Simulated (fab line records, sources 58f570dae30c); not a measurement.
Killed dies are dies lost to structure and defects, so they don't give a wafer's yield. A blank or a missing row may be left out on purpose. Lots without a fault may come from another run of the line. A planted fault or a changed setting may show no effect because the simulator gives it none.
Split-lot experiment | flow berkeley_cmos170 | 5 lots, 27 wafers read, on a route of 331 steps

THE SPLIT
At UCB170_M2_SPUTTER_01 (material Al, target thk 900 nm, time 120 s), the setting time_s was moved away from the recipe's 120 s on 6 of the 27 wafers read, by -21.9% to +49.8%. The other wafers ran this setting at the recipe's value.

FROM THE SPLIT TO THE READING: what the file shows between them, 1 step
- UCB170_M2_RS_MEAS_02: measures by four-point-probe

THE READING
M2_AL_THK, in nm, at UCB170_M2_THK_MEAS_03 (measures by xrf). Fault-free wafers of this fab line usually give 872 nm, standard deviation 12 nm.

wafer  | tool, chamber at the split | time_s as run, s | against the recipe | M2_AL_THK, nm | against lot-mates on the recipe
L074.1 | pvd_sputter-01, -          | 120              | recipe             | 871           | -
L074.2 | pvd_sputter-01, -          | 120              | recipe             | 872           | -
L074.3 | pvd_sputter-01, -          | 120              | recipe             | 865           | -
L074.4 | pvd_sputter-01, -          | 120              | recipe             | 869           | -
L074.5 | pvd_sputter-01, -          | 120              | recipe             | 861           | -
L074.6 | pvd_sputter-01, -          | 120              | recipe             | 878           | -
L075.1 | pvd_sputter-01, -          | 120              | recipe             | 879           | -
L075.2 | pvd_sputter-01, -          | 120              | recipe             | 893           | -
L075.3 | pvd_sputter-01, -          | 179.8            | +49.8%             | 1323          | +438
L075.4 | pvd_sputter-01, -          | 120              | recipe             | 884           | -
L075.5 | pvd_sputter-01, -          | 179.8            | +49.8%             | 1326          | +441
L075.6 | pvd_sputter-01, -          | 179.8            | +49.8%             | 1324          | +439
L080.2 | pvd_sputter-01, -          | 120              | recipe             | 882           | -
L080.3 | pvd_sputter-01, -          | 120              | recipe             | 881           | -
L080.4 | pvd_sputter-01, -          | 120              | recipe             | 883           | -
L082.1 | pvd_sputter-02, -          | 93.67            | -21.9%             | 666           | -191
L082.2 | pvd_sputter-02, -          | 120              | recipe             | 867           | -
L082.3 | pvd_sputter-02, -          | 120              | recipe             | 854           | -
L082.4 | pvd_sputter-02, -          | 93.67            | -21.9%             | 660           | -197
L082.5 | pvd_sputter-02, -          | 93.67            | -21.9%             | 665           | -192
L082.6 | pvd_sputter-02, -          | 120              | recipe             | 851           | -
L079.1 | pvd_sputter-01, -          | 120              | recipe             | 892           | -
L079.2 | pvd_sputter-01, -          | 120              | recipe             | 883           | -
L079.3 | pvd_sputter-01, -          | 120              | recipe             | 883           | -
L079.4 | pvd_sputter-01, -          | 120              | recipe             | 885           | -
L079.5 | pvd_sputter-01, -          | 120              | recipe             | 885           | -
L079.6 | pvd_sputter-01, -          | 120              | recipe             | 889           | -

THE FIT
A straight line over all 27 wafers: M2_AL_THK changes by +9.12 nm for each +1% of time_s; r = +1.00; the points scatter about the line by 11 nm.
The same after taking each lot's own level away (the mean of its wafers on the recipe; 27 wafers): +8.81 nm for each +1%; r = +1.00; scatter 4.5 nm.
On that fit, the largest move of time_s shifts the reading by 4.4e+02 nm.
The lots' own levels span 857.3 to 886.2 nm, that is 2.4 times the standard deviation above.
So the lot-to-lot level changes the slope little: the two slopes agree.
Check: with one of the wafers moved furthest among these (+49.8%) left out of the fit, the line predicts +440 nm for it against its lot-mates. It came out at +438 nm against them.

OTHER SPLITS ON THESE WAFERS
These wafers also went through other splits before the reading. Each is held against what the fit with the lots' levels taken away leaves over:
other split on the same wafers      | wafers away from the commonest value | r with M2_AL_THK (lot level and that fit taken away)
UCB170_START_OXIDATION_02 ox_time_s | 18                                   | -0.01
UCB170_PWELL_ETCH_14 target_depth_a | 12                                   | -0.16
UCB170_SPACER_CVD_00 time_s         | 12                                   | -0.04

THE WHOLE CHAIN: every reading that the file lists as answering this split, in the file's order
step                  | what it does                               | reading                                                                     | change (the file's fit)               | r (the file's)
UCB170_M2_SPUTTER_01  | material Al, target thk 900 nm, time 120 s | Al_of_M2_SPUTTER_01.thk_nm (the simulator's own value, which no gauge read) | +9.07 nm for each +1% of the setting  | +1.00
UCB170_M2_RS_MEAS_02  | measures by four-point-probe               | M2_AL_RS                                                                    | -0.000254 for each +1% of the setting | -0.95
UCB170_M2_THK_MEAS_03 | measures by xrf                            | M2_AL_THK                                                                   | +8.81 for each +1% of the setting     | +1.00

THE FILE'S OWN FIT
M2_AL_THK changes by +8.81 nm for each +1% of time_s, r = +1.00.
